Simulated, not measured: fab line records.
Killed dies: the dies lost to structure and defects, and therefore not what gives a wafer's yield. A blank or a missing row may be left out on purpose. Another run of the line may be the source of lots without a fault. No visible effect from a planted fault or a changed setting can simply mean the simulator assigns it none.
Which tool is to blame? + flow berkeley-cmos170 + 42 wafers from 14 lots sampled at 7 of the route's 331 steps

== WHAT THE GAUGES READ, wafer by wafer ==
UCB170_NSD_TW_MEAS_10.
| lot  | measured     | on            | NSD_TW         |
|------|--------------|---------------|----------------|
| L842 | day 7 03:20  | film-metro-04 | 4215 4256 4223 |
| L841 | day 7 03:50  | film-metro-02 | 4169 4166 4168 |
| L843 | day 7 04:10  | film-metro-01 | 4245 4235 4241 |
| L845 | day 7 15:19  | film-metro-02 | 4178 4163 4156 |
| L844 | day 7 15:32  | film-metro-04 | 4269 4255 4220 |
| L846 | day 7 15:46  | film-metro-01 | 4239 4239 4230 |
| L851 | day 9 09:47  | film-metro-04 | 4102 4071 4077 |
| L854 | day 9 22:44  | film-metro-04 | 4063 4089 4056 |
| L856 | day 10 04:19 | film-metro-04 | 4225 4264 4249 |
| L857 | day 10 04:34 | film-metro-04 | 4231 4229 4246 |
| L859 | day 10 08:52 | film-metro-04 | 4244 4247 4243 |
| L860 | day 10 09:11 | film-metro-04 | 4248 4253 4259 |
| L861 | day 11 07:45 | film-metro-02 | 4111 4145 4131 |
| L864 | day 12 00:22 | film-metro-04 | 4237 4220 4230 |

UCB170_SDANNEAL_RS_MEAS_03: measurement is done with a four-point probe.
| lot  | measured     | on            | NSD_RS (ohm/sq)   |
|------|--------------|---------------|-------------------|
| L842 | day 7 04:43  | film-metro-02 | 37.51 37.57 37.55 |
| L841 | day 7 05:33  | film-metro-01 | 37.37 37.25 37.24 |
| L843 | day 7 05:55  | film-metro-04 | 37.24 37.24 37.30 |
| L845 | day 7 16:31  | film-metro-04 | 37.20 37.28 37.28 |
| L844 | day 7 17:04  | film-metro-02 | 37.14 37.11 37.18 |
| L846 | day 7 17:16  | film-metro-01 | 37.39 37.40 37.43 |
| L851 | day 9 11:44  | film-metro-01 | 45.28 45.41 45.19 |
| L854 | day 9 23:58  | film-metro-01 | 45.34 45.34 45.25 |
| L856 | day 10 05:37 | film-metro-04 | 37.08 37.13 37.10 |
| L857 | day 10 06:17 | film-metro-04 | 37.28 37.25 37.29 |
| L859 | day 10 10:24 | film-metro-04 | 37.28 37.29 37.21 |
| L860 | day 10 10:51 | film-metro-01 | 37.26 37.23 37.26 |
| L861 | day 11 09:24 | film-metro-04 | 37.14 37.12 37.07 |
| L864 | day 12 01:39 | film-metro-04 | 37.22 37.17 37.18 |

UCB170_V1_OVL_MEAS_13.
| lot  | measured     | on         | V1_OVL (nm) |
|------|--------------|------------|-------------|
| L842 | day 7 22:22  | overlay-02 | 0 4 7       |
| L841 | day 7 21:31  | overlay-01 | -4 -1 -3    |
| L843 | day 7 22:37  | overlay-01 | 17 15 12    |
| L845 | day 8 09:49  | overlay-01 | 5 5 4       |
| L844 | day 8 09:35  | overlay-02 | 6 7 -1      |
| L846 | day 8 09:21  | overlay-02 | 7 9 8       |
| L851 | day 10 04:10 | overlay-02 | -2 -4 4     |
| L854 | day 10 17:17 | overlay-02 | -3 -3 4     |
| L856 | day 10 17:25 | overlay-02 | -1 -3 -3    |
| L857 | day 10 23:54 | overlay-01 | 4 6 3       |
| L859 | day 11 00:06 | overlay-02 | 9 8 3       |
| L860 | day 11 02:25 | overlay-02 | 5 7 3       |
| L861 | day 11 22:52 | overlay-02 | 5 3 6       |
| L864 | day 12 21:50 | overlay-01 | 4 2 4       |

== WHICH TOOL RAN EACH LOT (tool, then ch and the chambers of the sampled wafers, then the start) ==
| lot  | UCB170_NSD_PEB_04                 | UCB170_NSD_IMPLANT_08           | UCB170_NSD_STRIP_09                  | UCB170_CONTACT_ETCH_18                        |
|------|-----------------------------------|---------------------------------|--------------------------------------|-----------------------------------------------|
| L842 | litho-track-01 ch 0, day 7 02:38  | implanter-01 ch 0, day 7 03:04  | plasma-asher-04 ch 0,1, day 7 03:13  | rie-diel-01 ch 2,3, day 7 22:22 or earlier    |
| L841 | litho-track-02 ch 0, day 7 03:11  | implanter-01 ch 0, day 7 03:37  | plasma-asher-02 ch 0,1, day 7 03:44  | rie-diel-04 ch 0,3, day 7 21:31 or earlier    |
| L843 | litho-track-01 ch 0, day 7 03:31  | implanter-03 ch 0, day 7 03:57  | plasma-asher-04 ch 0,1, day 7 04:05  | rie-diel-04 ch 0,1,3, day 7 22:37 or earlier  |
| L845 | litho-track-01 ch 0, day 7 14:38  | implanter-04 ch 0, day 7 15:04  | plasma-asher-04 ch 1, day 7 15:13    | rie-diel-01 ch 0,2, day 8 09:49 or earlier    |
| L844 | litho-track-02 ch 0, day 7 14:52  | implanter-01 ch 0, day 7 15:17  | plasma-asher-01 ch 0,1, day 7 15:25  | rie-diel-03 ch 0,2,3, day 8 09:35 or earlier  |
| L846 | litho-track-01 ch 0, day 7 15:06  | implanter-03 ch 0, day 7 15:32  | plasma-asher-04 ch 0,1, day 7 15:40  | rie-diel-04 ch 2,3, day 8 09:21 or earlier    |
| L851 | litho-track-01 ch 0, day 9 09:07  | implanter-03 ch 0, day 9 09:33  | plasma-asher-02 ch 0,1, day 9 09:41  | rie-diel-04 ch 1,2, day 10 04:10 or earlier   |
| L854 | litho-track-01 ch 0, day 9 21:40  | implanter-03 ch 0, day 9 22:29  | plasma-asher-01 ch 0,1, day 9 22:38  | rie-diel-03 ch 1,3, day 10 17:17 or earlier   |
| L856 | litho-track-01 ch 0, day 10 03:38 | implanter-01 ch 0, day 10 04:04 | plasma-asher-04 ch 1, day 10 04:13   | rie-diel-04 ch 0,1,2, day 10 17:25 or earlier |
| L857 | litho-track-02 ch 0, day 10 03:52 | implanter-04 ch 0, day 10 04:20 | plasma-asher-02 ch 0,1, day 10 04:28 | rie-diel-03 ch 0,1,2, day 10 23:54 or earlier |
| L859 | litho-track-02 ch 0, day 10 08:11 | implanter-01 ch 0, day 10 08:37 | plasma-asher-01 ch 0,1, day 10 08:46 | rie-diel-01 ch 2,3, day 11 00:06 or earlier   |
| L860 | litho-track-04 ch 0, day 10 08:31 | implanter-04 ch 0, day 10 08:56 | plasma-asher-01 ch 0,1, day 10 09:05 | rie-diel-01 ch 1,2,3, day 11 02:25 or earlier |
| L861 | litho-track-04 ch 0, day 11 07:07 | implanter-04 ch 0, day 11 07:32 | plasma-asher-02 ch 0,1, day 11 07:39 | rie-diel-04 ch 1,2,3, day 11 22:52 or earlier |
| L864 | litho-track-04 ch 0, day 11 23:37 | implanter-01 ch 0, day 12 00:08 | plasma-asher-02 ch 0,1, day 12 00:15 | rie-diel-03 ch 0,1, day 12 21:50 or earlier   |
- UCB170_NSD_PEB_04
- UCB170_NSD_IMPLANT_08
- UCB170_NSD_STRIP_09: strips in O2.
- UCB170_CONTACT_ETCH_18: etches PSG in CHF3/CF4/Ar, stops on TiSi2, target depth 840 nm, time 195 s.

== AS READ BY THE TOOLS THEMSELVES (means over the sampled wafers that have a number; for cases with no such wafer, the mark the record gives instead) ==
UCB170_NSD_PEB_04.
| lot  | tool           | exhaust-pa (Pa) | plate-sensor-t-centre-C (C) | plate-sensor-t-edge-C (C) |
|------|----------------|-----------------|-----------------------------|---------------------------|
| L842 | litho-track-01 | 44.7            | 131.41                      | 131.53                    |
| L841 | litho-track-02 | 45.1            | 131.41                      | 131.54                    |
| L843 | litho-track-01 | 45.1            | 131.40                      | 131.54                    |
| L845 | litho-track-01 | 43.7            | 131.40                      | 131.54                    |
| L844 | litho-track-02 | 45.3            | 131.42                      | 131.54                    |
| L846 | litho-track-01 | 43.6            | 131.42                      | 131.54                    |
| L851 | litho-track-01 | 44.6            | 131.41                      | 131.53                    |
| L854 | litho-track-01 | 44.1            | 131.40                      | 131.53                    |
| L856 | litho-track-01 | 46.2            | 131.39                      | 131.53                    |
| L857 | litho-track-02 | 44.8            | 131.41                      | 131.54                    |
| L859 | litho-track-02 | 44.8            | 131.40                      | 131.53                    |
| L860 | litho-track-04 | 43.8            | 131.40                      | 131.53                    |
| L861 | litho-track-04 | 45.4            | 131.40                      | 131.53                    |
| L864 | litho-track-04 | 44.8            | 131.41                      | 131.53                    |

UCB170_NSD_IMPLANT_08.
| lot  | tool         | dose-ions-cm2 | end-station-pressure-torr (Torr) | faraday-current-uA |
|------|--------------|---------------|----------------------------------|--------------------|
| L842 | implanter-01 | 3.0013e+15    | 1.23e-05                         | 9276               |
| L841 | implanter-01 | 3.0002e+15    | 1.25e-05                         | 9372               |
| L843 | implanter-03 | 2.9998e+15    | 1.31e-05                         | 9283               |
| L845 | implanter-04 | 3.0009e+15    | 1.29e-05                         | 9241               |
| L844 | implanter-01 | 2.9986e+15    | 1.28e-05                         | 9003               |
| L846 | implanter-03 | 3.0003e+15    | 1.23e-05                         | 9262               |
| L851 | implanter-03 | 2.0998e+15    | 1.05e-05                         | 6606               |
| L854 | implanter-03 | 2.1003e+15    | 1.04e-05                         | 6489               |
| L856 | implanter-01 | 2.9975e+15    | 1.31e-05                         | 9282               |
| L857 | implanter-04 | 3.0032e+15    | 1.25e-05                         | 9308               |
| L859 | implanter-01 | 2.9997e+15    | 1.28e-05                         | 9204               |
| L860 | implanter-04 | 3.0017e+15    | 1.26e-05                         | 9360               |
| L861 | implanter-04 | 3.0021e+15    | 1.31e-05                         | 9339               |
| L864 | implanter-01 | 2.9986e+15    | 1.21e-05                         | 9097               |

UCB170_NSD_STRIP_09.
| lot  | tool            | drypump-motor-current-A (A) | oes-product-au (a.u.) | strip-time-to-endpoint-s (s) |
|------|-----------------|-----------------------------|-----------------------|------------------------------|
| L842 | plasma-asher-04 | 5.72                        | 0.539                 | 35.69                        |
| L841 | plasma-asher-02 | 5.75                        | 0.531                 | 35.82                        |
| L843 | plasma-asher-04 | 5.71                        | 0.535                 | 35.84                        |
| L845 | plasma-asher-04 | 5.65                        | 0.533                 | 35.72                        |
| L844 | plasma-asher-01 | 6.18                        | 0.534                 | 35.94                        |
| L846 | plasma-asher-04 | 5.76                        | 0.534                 | 35.78                        |
| L851 | plasma-asher-02 | 5.86                        | 0.559                 | 32.50                        |
| L854 | plasma-asher-01 | 6.17                        | 0.560                 | 32.46                        |
| L856 | plasma-asher-04 | 5.70                        | 0.528                 | 35.90                        |
| L857 | plasma-asher-02 | 5.85                        | 0.536                 | 35.77                        |
| L859 | plasma-asher-01 | 6.08                        | 0.534                 | 35.81                        |
| L860 | plasma-asher-01 | 6.17                        | 0.534                 | 35.95                        |
| L861 | plasma-asher-02 | 5.86                        | 0.533                 | 35.85                        |
| L864 | plasma-asher-02 | 5.86                        | 0.533                 | 35.78                        |

UCB170_CONTACT_ETCH_18.
| lot  | tool        | drypump-motor-current-A (A) | oes-product-au (a.u.) | throttle-valve-pct (%) |
|------|-------------|-----------------------------|-----------------------|------------------------|
| L842 | rie-diel-01 | 5.69                        | 0.899                 | 6.96                   |
| L841 | rie-diel-04 | 5.18                        | 0.887                 | 6.98                   |
| L843 | rie-diel-04 | 5.34                        | 0.895                 | 7.03                   |
| L845 | rie-diel-01 | 5.20                        | 0.898                 | 6.85                   |
| L844 | rie-diel-03 | 5.69                        | 0.885                 | 6.95                   |
| L846 | rie-diel-04 | 5.25                        | 0.890                 | 6.94                   |
| L851 | rie-diel-04 | 5.58                        | 0.882                 | 6.92                   |
| L854 | rie-diel-03 | 5.35                        | 0.872                 | 7.08                   |
| L856 | rie-diel-04 | 5.52                        | 0.891                 | 6.96                   |
| L857 | rie-diel-03 | 5.71                        | 0.894                 | 6.95                   |
| L859 | rie-diel-01 | 5.68                        | 0.902                 | 6.95                   |
| L860 | rie-diel-01 | 5.52                        | 0.901                 | 7.00                   |
| L861 | rie-diel-04 | 5.40                        | 0.887                 | 6.99                   |
| L864 | rie-diel-03 | 5.66                        | 0.892                 | 6.85                   |

== THE ANSWER, worked out from the rows above alone ==
Rule: the usual values come from the lots themselves. The widest of any qualifying gaps counts: lots, ordered by their means at a reading, are off when they make up no more than a third of the lots, leave a main group of 4 or more, and stand apart from it by 3 or more times the standard deviation of that group's means. A main group whose means are all the same, to the digits that the tables above print for the reading, isn't used. A lot without any number at a reading at which 4 lots or more have one is off too. All remaining lots with rows at the step are treated as sound. Order of review: gauges by route order, followed by the tools' own readings, for which a lot's mean as printed above is used. At the first step where some lot is off, the reading lying furthest off is the one used; lots without a number count as furthest.
Off: at UCB170_SDANNEAL_RS_MEAS_03 (NSD_RS), L851, L854. Main group: mean 37.26 ohm/sq, sd 0.12.
If a tool, at a process step before that reading, ran all the lots that are off and no sound lot after the first of them, it fits. Not tried: the gauges at UCB170_SDANNEAL_RS_MEAS_03; whatever is off there is also off at UCB170_NSD_IMPLANT_08, on other tools, and gauge error can't account for it. One fits: implanter-03 at UCB170_NSD_IMPLANT_08. Its last sound lot is L846 (day 7 15:32), its first lot that is off L851 (day 9 09:33): a fault that began between those two fits.
The tool's own readings at UCB170_NSD_IMPLANT_08 bear it out: on the lots that are off they differ by more than 5 times the standard deviation of the sound lots' means. dose-ions-cm2 reads 2.1000e+15 there against 3.0003e+15 on the sound lots; end-station-pressure-torr reads 1.04e-05 Torr there against 1.27e-05 Torr on the sound lots; faraday-current-uA reads 6548 there against 9252 on the sound lots.

== WHAT THE SIMULATOR PUT IN ==
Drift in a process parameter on implanter-03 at UCB170_NSD_IMPLANT_08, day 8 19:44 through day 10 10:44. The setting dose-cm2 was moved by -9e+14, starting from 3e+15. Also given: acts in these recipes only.
Struck lots among those shown: L851, L854. The rule given above showed the same thing.
